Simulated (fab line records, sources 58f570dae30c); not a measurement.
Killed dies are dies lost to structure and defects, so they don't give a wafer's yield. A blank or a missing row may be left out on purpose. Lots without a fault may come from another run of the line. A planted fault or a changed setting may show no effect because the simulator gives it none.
Which tool did it? | flow berkeley_cmos170 | 14 lots, 42 wafers sampled, at 3 steps of a route of 331

WHAT THE GAUGES READ, wafer by wafer
UCB170_V2_BOW_MEAS_03. Usual: V2_BOW 36 um, standard deviation 7.4.
lot  | measured     | on            | V2_BOW (um) | flag
L461 | day 8 01:29  | film_metro-03 | 33 33 33    |
L462 | day 8 09:40  | film_metro-03 | 46 34 47    |
L464 | day 8 12:07  | film_metro-04 | 33 26 38    |
L465 | day 8 12:30  | film_metro-03 | 29 30 31    |
L466 | day 9 08:49  | film_metro-01 | 39 41 34    |
L468 | day 9 18:20  | film_metro-03 | 29 37 41    |
L467 | day 9 18:31  | film_metro-01 | 46 37 32    |
L470 | day 9 18:49  | film_metro-03 | 30 23 35    |
L469 | day 9 18:40  | film_metro-04 | 41 40 37    |
L473 | day 10 12:45 | film_metro-03 | 34 45 46    |
L474 | day 10 15:07 | film_metro-01 | 43 43 57    |
L478 | day 11 16:01 | film_metro-01 | 44 43 38    |
L483 | day 12 05:59 | film_metro-04 | 37 32 32    |
L484 | day 12 23:00 | film_metro-04 | 30 38 34    |

UCB170_V2_CD_MEAS_12: target cd 700 nm. Usual: cd_nm 699.9 nm, standard deviation 1.5.
lot  | measured     | on        | cd_nm (nm)        | flag
L461 | day 8 03:02  | cd_sem-02 | 698.0 698.7 697.7 |
L462 | day 8 12:07  | cd_sem-02 | 700.7 700.1 700.9 |
L464 | day 8 13:44  | cd_sem-02 | 698.2 698.9 701.1 |
L465 | day 8 14:01  | cd_sem-02 | 700.0 701.7 702.4 |
L466 | day 9 10:01  | cd_sem-01 | 698.7 700.2 699.6 |
L468 | day 9 20:05  | cd_sem-02 | 697.1 696.8 695.8 |
L467 | day 9 20:15  | cd_sem-01 | 701.6 700.6 701.6 |
L470 | day 9 20:37  | cd_sem-02 | 701.7 701.6 701.8 |
L469 | day 9 20:22  | cd_sem-01 | 701.4 702.1 700.3 |
L473 | day 10 14:45 | cd_sem-01 | 701.0 701.4 701.5 |
L474 | day 10 18:24 | cd_sem-01 | 700.8 700.4 700.9 |
L478 | day 11 17:31 | cd_sem-02 | 701.8 700.8 702.2 |
L483 | day 12 09:55 | cd_sem-01 | 701.6 700.2 699.5 |
L484 | day 13 02:01 | cd_sem-01 | 702.0 700.3 698.7 |

WHICH TOOL RAN EACH LOT (tool, then ch and the chambers of the sampled wafers, then the start)
lot  | UCB170_PSD_STRIP_09
L461 | plasma_asher-04 ch 0,1, day 7 01:32
L462 | plasma_asher-03 ch 0,1, day 7 11:10
L464 | plasma_asher-01 ch 0,1, day 7 11:26
L465 | plasma_asher-01 ch 0,1, day 7 11:33
L466 | plasma_asher-01 ch 1, day 8 09:56
L468 | plasma_asher-03 ch 0,1, day 8 17:35
L467 | plasma_asher-01 ch 0,1, day 8 17:44
L470 | plasma_asher-04 ch 0,1, day 8 17:50
L469 | plasma_asher-03 ch 0, day 8 18:04
L473 | plasma_asher-03 ch 0,1, day 9 11:28
L474 | plasma_asher-03 ch 0,1, day 9 11:57
L478 | plasma_asher-03 ch 0,1, day 10 13:27
L483 | plasma_asher-04 ch 0,1, day 11 02:14
L484 | plasma_asher-04 ch 0,1, day 11 19:53
- UCB170_PSD_STRIP_09: strips in O2.

WHAT THE TOOLS THEMSELVES READ (means of the sampled wafers that have a number; where no wafer has one, the mark that the record gives instead)
UCB170_PSD_STRIP_09. Usual: drypump_motor_current_A 5.8 A, standard deviation 0.54; o2_flow_sccm 400.0 sccm, standard deviation 1.2; oes_product_au 0.597 a.u., standard deviation 0.0044; strip_time_to_endpoint_s 29.59 s, standard deviation 0.081.
lot  | tool            | drypump_motor_current_A (A) | o2_flow_sccm (sccm) | oes_product_au (a.u.) | strip_time_to_endpoint_s (s) | flag
L461 | plasma_asher-04 | 6.3                         | 399.5               | 0.596                 | 29.62                        |
L462 | plasma_asher-03 | 5.3                         | 401.2               | 0.596                 | 29.52                        |
L464 | plasma_asher-01 | 6.2                         | 400.4               | 0.599                 | 29.72                        |
L465 | plasma_asher-01 | 6.0                         | 400.1               | 0.594                 | 29.74                        |
L466 | plasma_asher-01 | 6.5                         | 400.3               | 0.597                 | 29.61                        |
L468 | plasma_asher-03 | 5.2                         | 401.2               | 0.596                 | 29.62                        |
L467 | plasma_asher-01 | 6.0                         | 401.5               | 0.596                 | 29.52                        |
L470 | plasma_asher-04 | 6.3                         | 399.4               | 0.595                 | 29.58                        |
L469 | plasma_asher-03 | 5.2                         | 398.4               | 0.599                 | 29.53                        |
L473 | plasma_asher-03 | 5.2                         | 398.1               | 0.600                 | 29.53                        |
L474 | plasma_asher-03 | 5.2                         | 400.2               | 0.597                 | 29.57                        |
L478 | plasma_asher-03 | 5.2                         | 400.5               | 0.595                 | 29.59                        |
L483 | plasma_asher-04 | 6.2                         | 401.7               | 0.594                 | 29.68                        |
L484 | plasma_asher-04 | 6.2                         | 399.7               | 0.593                 | 29.68                        |

THE ANSWER, worked out from the rows above alone
Rule: a lot is off if the mean of its wafers that have a number lies more than 3 standard deviations from the usual mean. A lot without any number at a reading at which 4 lots or more have one is off too. The other lots that the step has rows for count as sound. The gauges are gone through in route order, then the tools' own readings, and for those a lot's mean is taken as printed above. The first step at which some lot is off is used, and at that step the reading that is off furthest; a lot without a number counts as furthest.
No lot is off at any reading shown: from this, nothing can be told.

WHAT THE SIMULATOR HAD PUT IN
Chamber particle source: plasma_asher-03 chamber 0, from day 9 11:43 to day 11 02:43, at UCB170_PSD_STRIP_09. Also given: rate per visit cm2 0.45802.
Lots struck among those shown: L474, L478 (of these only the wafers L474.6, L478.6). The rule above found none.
